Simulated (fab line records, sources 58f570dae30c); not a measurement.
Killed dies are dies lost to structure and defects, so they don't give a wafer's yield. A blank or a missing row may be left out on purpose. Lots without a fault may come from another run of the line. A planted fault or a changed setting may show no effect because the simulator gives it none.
fab line records | flow berkeley_cmos170
record lots=15 wafers=45 last_day=12
route steps=331 shown SACOX@99 PLDD@151 PSD@178
lots that met no fault: from a run of the same line without faults
start_h: hours from the record's first day to the start of the lot's first wafer shown | wait_h: hours since the lot's step before | " the same as in the row above | L1.1+2: a row that stands for several wafers | - no value, or no start given | * or withheld: withheld | < > ~ a bound
route shown NAME@n: a module of which the file shows steps, and the number in the route of the first | usual: mean/standard deviation of fault-free wafers | same: alike in all rows | chamber/n: place in a boat | sites: the reading at each site | _std_site: their standard deviation | _edge_site: outer sites' mean less inner sites' | radius_mm: how far each site lies from the wafer's centre | mask NAME#n: copy n | behind: the tool/chamber that last shaped the wafer | hold: why the lot was held/for how many hours/how that ended | device: the transistor (n, p or np) that didn't switch | end of line: the same wafers' tests at the end of the route | a step without rows: its recipe alone | killed: dies lost to structure and defects at the first sort, not the wafer's yield | map: a wafer's dies, x killed, . not, _ none there
set.NAME: the setting as run; set.NAME@STEP: as run at that earlier step | model.NAME: the simulator's own value behind a step, which no gauge read
steps of the route over a sample of lots; a table a step, a row a wafer
services: from which hour (start_h, from the record's first day; less than 0 if before it) a tool's chamber was out of use, for how many hours, and why
## steps
# step UCB170_SACOX_THK_MEAS_02
# recipe reads=SiO2_of_SACOX_OXIDATION_01
# usual SACOX_OXIDE_THK=14.5/0.35
# columns lot.wafer tool chamber start_h wait_h SACOX_OXIDE_THK[nm]
L752.2 film_metro-03 - 88.70 0.0 14.2
L752.3 " - " " 14.3
L752.6 " - " " 14.1
L755.1 film_metro-01 - 110.68 0.0 14.5
L755.2 " - " " 14.4
L755.6 " - " " 14.5
L756.3 film_metro-02 - 115.47 0.0 14.9
L756.4 " - " " 14.7
L756.6 " - " " 14.9
L757.2 film_metro-03 - 120.55 0.0 14.8
L757.3 " - " " 14.5
L757.4 " - " " 14.7
L761.1 film_metro-01 - 134.58 0.0 14.8
L761.2 " - " " 14.9
L761.6 " - " " 14.7
L762.2 film_metro-02 - 154.48 0.0 14.4
L762.4 " - " " 14.2
L762.5 " - " " 14.5
L765.1 film_metro-01 - 161.84 0.0 14.4
L765.4 " - " " 14.2
L765.5 " - " " 14.1
L764.3 film_metro-02 - 161.86 0.0 14.5
L764.5 " - " " 14.6
L764.6 " - " " 14.4
L768.2 film_metro-03 - 167.64 0.1 14.2
L768.3 " - " " 14.2
L768.5 " - " " 14.1
L769.1 film_metro-03 - 187.11 0.0 14.6
L769.5 " - " " 14.7
L769.6 " - " " 14.5
L773.1 film_metro-02 - 195.77 0.0 14.7
L773.4 " - " " 14.8
L773.6 " - " " 14.7
L772.2 film_metro-03 - 195.78 0.0 14.5
L772.4 " - " " 14.7
L772.6 " - " " 14.7
L770.4 film_metro-01 - 195.80 0.0 14.4
L770.5 " - " " 14.3
L770.6 " - " " 14.4
L771.2 film_metro-03 - 195.84 0.1 14.0
L771.4 " - " " 14.0
L771.6 " - " " 14.2
L774.1 film_metro-01 - 213.40 0.0 14.0
L774.4 " - " " 13.9
L774.5 " - " " 14.2
# step UCB170_PLDD_CD_MEAS_06
# recipe target_cd_nm=1200
# usual cd_nm=1199.8/1.6
# columns lot.wafer tool chamber start_h wait_h cd_nm
L752.2 cd_sem-01 - 115.00 - 1198.4
L752.3 " - " " 1198.7
L752.6 " - " " 1199.7
L755.1 cd_sem-01 - 136.95 - 1200.3
L755.2 " - " " 1202.0
L755.6 " - " " 1201.0
L756.3 cd_sem-01 - 140.32 - 1200.2
L756.4 " - " " 1199.3
L756.6 " - " " 1198.0
L757.2 cd_sem-02 - 151.99 - 1201.1
L757.3 " - " " 1201.5
L757.4 " - " " 1201.5
L761.1 cd_sem-01 - 163.54 - 1198.0
L761.2 " - " " 1200.8
L761.6 " - " " 1198.4
L762.2 cd_sem-01 - 184.03 - 1200.7
L762.4 " - " " 1199.1
L762.5 " - " " 1199.4
L765.1 cd_sem-01 - 190.90 - 1200.8
L765.4 " - " " 1199.4
L765.5 " - " " 1200.4
L764.3 cd_sem-02 - 191.18 - 1198.3
L764.5 " - " " 1198.5
L764.6 " - " " 1198.8
L768.2 cd_sem-01 - 199.32 - 1197.3
L768.3 " - " " 1197.2
L768.5 " - " " 1198.1
L769.1 cd_sem-02 - 223.46 - 1201.2
L769.5 " - " " 1201.0
L769.6 " - " " 1200.1
L772.2 cd_sem-02 - 224.18 - 1195.7
L772.4 " - " " 1196.1
L772.6 " - " " 1196.9
L770.4 cd_sem-02 - 224.34 - 1198.4
L770.5 " - " " 1197.3
L770.6 " - " " 1198.8
L771.2 cd_sem-01 - 224.90 - 1200.3
L771.4 " - " " 1200.9
L771.6 " - " " 1200.6
L773.1 cd_sem-02 - 225.16 - 1204.0
L773.4 " - " " 1201.8
L773.6 " - " " 1204.1
L774.1 cd_sem-01 - 240.37 - 1199.6
L774.4 " - " " 1200.3
L774.5 " - " " 1199.9
# step UCB170_PSD_EXPOSE_03
# recipe mask_id=PSELECT_MOD na=0.5 sigma_outer=0.6 source_shape=conventional target_cd_nm=1200 dose_mj=30
# usual exposure_dose_mJ_cm2=29.51/0.033 focus_offset_nm=-0.1/0.51 sigma_outer=0.6/0
# columns lot.wafer tool chamber start_h wait_h mask exposure_dose_mJ_cm2 focus_offset_nm sigma_outer
L752.2 krf_scanner-02 0 122.79 0.4 PSELECT_MOD#0 29.49 0.5 0.6
L752.3 " 0 " " PSELECT_MOD#0 29.54 -0.2 0.6
L752.6 " 0 " " PSELECT_MOD#0 29.52 -0.5 0.6
L755.1 krf_scanner-02 0 143.86 0.1 PSELECT_MOD#0 29.48 -0.2 0.6
L755.2 " 0 " " PSELECT_MOD#0 29.43 -0.1 0.6
L755.6 " 0 " " PSELECT_MOD#0 29.48 -0.7 0.6
L756.3 krf_scanner-01 0 148.54 0.2 PSELECT_MOD#0 29.46 0.4 0.6
L756.4 " 0 " " PSELECT_MOD#0 29.46 -0.1 0.6
L756.6 " 0 " " PSELECT_MOD#0 29.52 -1.1 0.6
L757.2 krf_scanner-02 0 162.89 0.1 PSELECT_MOD#0 29.44 0.6 0.6
L757.3 " 0 " " PSELECT_MOD#0 29.43 0.6 0.6
L757.4 " 0 " " PSELECT_MOD#0 29.45 -0.2 0.6
L761.1 krf_scanner-02 0 175.64 0.2 PSELECT_MOD#0 29.54 -0.2 0.6
L761.2 " 0 " " PSELECT_MOD#0 29.53 0.6 0.6
L761.6 " 0 " " PSELECT_MOD#0 29.49 0.3 0.6
L762.2 krf_scanner-02 - 194.70 0.5 PSELECT_MOD#0 - - -
L762.4 " - " " PSELECT_MOD#0 - - -
L762.5 " - " " PSELECT_MOD#0 - - -
L765.1 krf_scanner-02 - 199.65 0.1 PSELECT_MOD#0 - - -
L765.4 " - " " PSELECT_MOD#0 - - -
L765.5 " - " " PSELECT_MOD#0 - - -
L764.3 krf_scanner-02 - 199.80 0.2 PSELECT_MOD#0 - - -
L764.5 " - " " PSELECT_MOD#0 - - -
L764.6 " - " " PSELECT_MOD#0 - - -
L768.2 krf_scanner-02 0 209.27 0.2 PSELECT_MOD#0 29.51 0.3 0.6
L768.3 " 0 " " PSELECT_MOD#0 29.45 0.3 0.6
L768.5 " 0 " " PSELECT_MOD#0 29.54 -0.5 0.6
L769.1 krf_scanner-02 0 233.78 0.2 PSELECT_MOD#0 29.52 0.0 0.6
L769.5 " 0 " " PSELECT_MOD#0 29.48 -0.8 0.6
L769.6 " 0 " " PSELECT_MOD#0 29.53 -0.1 0.6
L770.4 krf_scanner-02 0 233.96 0.1 PSELECT_MOD#0 29.55 -0.8 0.6
L770.5 " 0 " " PSELECT_MOD#0 29.52 -0.4 0.6
L770.6 " 0 " " PSELECT_MOD#0 29.56 -0.1 0.6
L772.2 krf_scanner-02 0 234.04 0.2 PSELECT_MOD#0 29.50 -0.5 0.6
L772.4 " 0 " " PSELECT_MOD#0 29.55 -0.8 0.6
L772.6 " 0 " " PSELECT_MOD#0 29.48 -0.8 0.6
L771.2 krf_scanner-02 0 234.15 0.1 PSELECT_MOD#0 29.48 -0.4 0.6
L771.4 " 0 " " PSELECT_MOD#0 29.51 0.8 0.6
L771.6 " 0 " " PSELECT_MOD#0 29.47 0.5 0.6
L773.1 krf_scanner-02 0 234.34 0.1 PSELECT_MOD#0 29.58 0.5 0.6
L773.4 " 0 " " PSELECT_MOD#0 29.49 1.2 0.6
L773.6 " 0 " " PSELECT_MOD#0 29.58 -0.2 0.6
L774.1 krf_scanner-01 0 248.01 0.2 PSELECT_MOD#0 29.48 0.0 0.6
L774.4 " 0 " " PSELECT_MOD#0 29.48 -0.3 0.6
L774.5 " 0 " " PSELECT_MOD#0 29.54 -0.7 0.6
# step UCB170_PSD_CD_MEAS_06
# recipe target_cd_nm=1200
# usual cd_nm=1200.0/1.5
# columns lot.wafer tool chamber start_h wait_h cd_nm
L752.2 cd_sem-01 - 123.18 - 1204.7
L752.3 " - " " 1204.2
L752.6 " - " " 1203.0
L755.1 cd_sem-02 - 144.58 - 1198.7
L755.2 " - " " 1198.2
L755.6 " - " " 1198.5
L756.3 cd_sem-01 - 149.14 - 1202.1
L756.4 " - " " 1202.2
L756.6 " - " " 1201.8
L757.2 cd_sem-01 - 163.29 - 1199.5
L757.3 " - " " 1198.5
L757.4 " - " " 1200.5
L761.1 cd_sem-02 - 176.03 - 1200.5
L761.2 " - " " 1199.8
L761.6 " - " " 1200.6
L762.2 cd_sem-01 - 195.09 - -
L762.4 " - " " -
L762.5 " - " " -
L765.1 cd_sem-02 - 200.30 - -
L765.4 " - " " -
L765.5 " - " " -
L764.3 cd_sem-01 - 200.41 - -
L764.5 " - " " -
L764.6 " - " " -
L768.2 cd_sem-01 - 209.66 - 1199.9
L768.3 " - " " 1199.4
L768.5 " - " " 1199.6
L769.1 cd_sem-02 - 234.66 - 1201.1
L769.5 " - " " 1201.7
L769.6 " - " " 1201.2
L770.4 cd_sem-01 - 234.99 - 1201.0
L770.5 " - " " 1201.9
L770.6 " - " " 1201.7
L772.2 cd_sem-02 - 235.09 - 1198.2
L772.4 " - " " 1198.7
L772.6 " - " " 1199.2
L771.2 cd_sem-01 - 235.10 - 1200.0
L771.4 " - " " 1200.7
L771.6 " - " " 1201.2
L773.1 cd_sem-02 - 235.34 - 1198.8
L773.4 " - " " 1198.6
L773.6 " - " " 1198.2
L774.1 cd_sem-02 - 249.27 - 1199.3
L774.4 " - " " 1197.7
L774.5 " - " " 1198.2
## services
# columns tool chamber start_h hours kind
krf_scanner-02 0 117.90 - calibration
krf_scanner-01 - 125.07 0.8 pm
krf_scanner-02 - 130.34 1.3 pm
krf_scanner-01 - 138.25 0.8 pm
krf_scanner-01 - 174.03 1.3 pm
krf_scanner-02 - 175.86 1.0 pm
krf_scanner-01 - 183.01 1.0 pm
krf_scanner-01 - 233.49 0.6 repair
krf_scanner-01 0 234.29 - calibration
krf_scanner-02 - 238.74 3.1 repair
## key
first_sign step=UCB170_PSD_EXPOSE_03 reading=tool_record direction=missing
effect none on later readings
met_at UCB170_PSD_EXPOSE_03
struck_lots L762,L764,L765
sort_left_out L762.2,L762.4,L762.5,L764.3,L764.5,L764.6,L765.1,L765.4,L765.5
tester_left_out L762,L764,L765
not_acting_at UCB170_SACOX_THK_MEAS_02,UCB170_PLDD_CD_MEAS_06,UCB170_PSD_CD_MEAS_06
onset_between 175.64 194.70
fault kind=skipped_step_whole tool=krf_scanner-02 chamber=- onset_h=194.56 steps=UCB170_PSD_EXPOSE_03 scope=struck_lots_only
# tester_left_out: of these lots the tester's yield and bins aren't shown, on N5 and GAA mostly nor the transistor test; their killed dies are dies lost to structure and defects alone, not to doping, threshold or leakage, so they don't give the yield
# sort_left_out: the simulated sort isn't trusted on such a fault, so these wafers' sort isn't shown, and their yield isn't known
